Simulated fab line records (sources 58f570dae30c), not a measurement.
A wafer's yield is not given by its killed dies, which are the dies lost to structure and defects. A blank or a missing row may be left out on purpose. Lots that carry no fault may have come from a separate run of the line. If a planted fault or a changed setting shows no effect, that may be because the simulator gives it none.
fab line records | flow berkeley-cmos170
[record] lots = 14 | wafers = 42 | last-day = 13
route steps=331 shown M1@250
lots that met no fault: taken from a fault-free run of the same line
start-h: the number of hours between the record's first day and the start of the first shown wafer of the lot | wait-h: hours since the lot's step before | " same as the row above | L1.1+2: one row covering several wafers at once | - value missing, or start not given | * or withheld: withheld | < > ~ a bound
route shown NAME@n: a module of which the file shows steps, and the number in the route of the first | usual: average and standard deviation across the fault-free wafers | same: alike in all rows | chamber/n: place in a boat | sites: each site's reading | _std_site: the values' standard deviation | _edge_site: mean of outer sites minus mean of inner sites | radius-mm: how far each site lies from the wafer's centre | mask NAME#n: copy n | behind: the most recent tool/chamber to have shaped the wafer | hold: the reason the lot was held/the length of the hold in hours/how it ended | device: the transistor (n, p or np) that didn't switch | end of line: the route-end tests of the same wafers | a step with no rows: only its recipe | killed: dies that structure and defects cost at the first sort, which is not the same as the wafer's yield | map: shows each die of a wafer: x if killed, . if not, _ if none is there
set.NAME: the setting that was run; set.NAME@STEP: the one run at that earlier step | model.NAME: the simulator's own value behind a step, which no gauge read
one table for each step of the route and one row for each wafer, over a sample of lots
services: from which hour (start-h, from the record's first day; less than 0 if before it) a tool's chamber was out of use, for how many hours, and why
[[steps]]
[step UCB170_M1_METAL_ETCH_12]
[recipe] chemistry = Cl2/BCl3 | target = Al | stop-on = PSG | pressure-mtorr = 12 | target-depth-a = 7800 | over-etch-frac = 0.3 | time-s = 130 | icp-w = 600 | bias-w = 120 | Cl2_flow_sccm = 90 | bcl3-flow-sccm = 45
[usual] drypump-motor-current-A = 5.8/0.33 | oes-product-au = 0.842/0.011 | run-length-s = 158.5/1.3 | throttle-valve-pct = 24.39/0.28
lot.wafer | tool         | chamber | start-h | wait-h | drypump-motor-current-A | oes-product-au | rf-hours-counter-h | run-length-s | throttle-valve-pct
L880.2    | rie-metal-01 | 0       | 172.63  | -      | 5.9                     | 0.832          | -                  | 157.5        | 24.64
L880.3    | "            | 0       | "       | "      | 5.9                     | 0.824          | -                  | 157.5        | 24.63
L880.5    | "            | 0       | "       | "      | 5.9                     | 0.830          | -                  | 157.3        | 24.64
L882.2    | rie-metal-03 | 1       | 186.86  | -      | 5.9                     | 0.828          | 9.0                | 157.3        | 24.51
L882.3    | "            | 0       | "       | "      | 5.7                     | 0.855          | -                  | 158.8        | 24.65
L882.5    | "            | 0       | "       | "      | 5.7                     | 0.861          | -                  | 158.9        | 24.63
L881.2    | rie-metal-01 | 0       | 187.64  | -      | 5.9                     | 0.838          | -                  | 157.4        | 24.64
L881.5    | "            | 0       | "       | "      | 5.9                     | 0.836          | -                  | 157.6        | 24.64
L881.6    | "            | 0       | "       | "      | 5.9                     | 0.835          | -                  | 157.6        | 24.63
L883.1    | rie-metal-01 | 0       | 195.49  | -      | 5.9                     | 0.839          | 4.1                | 157.4        | 24.64
L883.2    | "            | 0       | "       | "      | 5.9                     | 0.847          | -                  | 157.6        | 24.62
L883.6    | "            | 0       | "       | "      | 5.9                     | 0.841          | -                  | 157.7        | 24.63
L886.3    | rie-metal-03 | 1       | 220.17  | -      | 5.8                     | 0.821          | -                  | 157.8        | 24.52
L886.5    | "            | 0       | "       | "      | 5.7                     | 0.856          | -                  | 158.8        | 24.63
L886.6    | "            | 1       | "       | "      | 5.8                     | 0.835          | -                  | 158.2        | 24.50
L887.1    | rie-metal-04 | 1       | 221.19  | -      | 6.0                     | 0.846          | 7.8                | 159.5        | 24.14
L887.3    | "            | 0       | "       | "      | 5.9                     | 0.844          | -                  | 158.1        | 24.38
L887.5    | "            | 1       | "       | "      | 6.0                     | 0.837          | -                  | 158.8        | 24.14
L894.1    | rie-metal-04 | 0       | 239.06  | -      | 5.9                     | 0.850          | 6.6                | 158.1        | 24.38
L894.4    | "            | 0       | "       | "      | 5.9                     | 0.848          | -                  | 158.8        | 24.39
L894.6    | "            | 1       | "       | "      | 6.0                     | 0.851          | -                  | 159.1        | 24.16
L890.2    | rie-metal-04 | 1       | 241.51  | -      | 6.0                     | 0.851          | 8.3                | 162.0        | 24.15
L890.5    | "            | 1       | "       | "      | 6.0                     | 0.861          | -                  | 161.9        | 24.14
L890.6    | "            | 0       | "       | "      | 5.9                     | 0.854          | -                  | 161.4        | 24.39
L888.2    | rie-metal-01 | 1       | 242.11  | -      | 4.9                     | 0.846          | 1.0                | 157.7        | 23.81
L888.5    | "            | 1       | "       | "      | 4.9                     | 0.837          | -                  | 157.5        | 23.81
L888.6    | "            | 0       | "       | "      | 5.9                     | 0.845          | -                  | 157.6        | 24.65
L889.2    | rie-metal-04 | 0       | 243.77  | -      | 5.9                     | 0.840          | 7.0                | 161.6        | 24.41
L889.4    | "            | 1       | "       | "      | 6.0                     | 0.837          | -                  | 161.9        | 24.17
L889.6    | "            | 1       | "       | "      | 6.0                     | 0.843          | -                  | 161.9        | 24.16
L895.1    | rie-metal-01 | 0       | 243.91  | -      | 5.9                     | 0.906          | 5.6                | 148.5        | 24.61
L895.4    | "            | 0       | "       | "      | 5.9                     | 0.894          | -                  | 148.4        | 24.60
L895.5    | "            | 1       | "       | "      | 4.9                     | 0.911          | -                  | 148.8        | 23.79
L897.3    | rie-metal-01 | 1       | 262.73  | -      | 4.9                     | 0.908          | -                  | 148.3        | 23.77
L897.4    | "            | 0       | "       | "      | 5.9                     | 0.894          | -                  | 148.2        | 24.60
L897.5    | "            | 1       | "       | "      | 4.9                     | 0.911          | -                  | 148.5        | 23.79
L903.2    | rie-metal-03 | 1       | 288.04  | -      | 5.9                     | 0.824          | 10.5               | 157.6        | 24.51
L903.5    | "            | 0       | "       | "      | 5.8                     | 0.847          | -                  | 158.9        | 24.64
L903.6    | "            | 1       | "       | "      | 5.9                     | 0.828          | -                  | 157.9        | 24.53
L902.2    | rie-metal-04 | 0       | 288.31  | -      | 5.9                     | 0.847          | 7.9                | 158.2        | 24.39
L902.3    | "            | 0       | "       | "      | 5.9                     | 0.837          | -                  | 158.6        | 24.39
L902.6    | "            | 1       | "       | "      | 6.0                     | 0.854          | -                  | 159.0        | 24.15
[[services]]
tool         | chamber | start-h | hours | kind
rie-metal-01 | -       | 152.72  | 0.4   | repair
rie-metal-03 | 1       | 158.05  | 9.5   | repair
rie-metal-01 | 1       | 170.65  | -     | clean
rie-metal-01 | 1       | 170.65  | 26.0  | scheduled-down
rie-metal-01 | 1       | 170.65  | 26.0  | vent-cycle
rie-metal-03 | 1       | 207.20  | 1.4   | repair
rie-metal-03 | 0       | 209.02  | 1.0   | repair
rie-metal-03 | 0       | 212.70  | 6.4   | repair
rie-metal-03 | -       | 226.13  | 2.8   | pm
rie-metal-03 | -       | 232.82  | 28.1  | pm
rie-metal-01 | 1       | 233.56  | 1.0   | repair
rie-metal-04 | -       | 260.02  | 14.6  | pm
[[key]]
[first-sign] step = UCB170_M1_METAL_ETCH_12 | reading = run-length-s | direction = down | sigmas = 7.5 | usual = * | struck = *
[effect] step = UCB170_M1_METAL_ETCH_12 | reading = oes-product-au | direction = up | sigmas = 5.9 | usual = 0.842 | struck = 0.904
met-at UCB170_M1_METAL_ETCH_12
struck-lots L895,L897
onset-between 242.11 243.91
[fault] kind = process-parameter-drift | tool = rie-metal-01 | chamber = - | onset-h = 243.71 | steps = UCB170_M1_METAL_ETCH_12 | channel = time-s | offset = * | shape = step | end-h = 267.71 | acts-in = * | stated = *
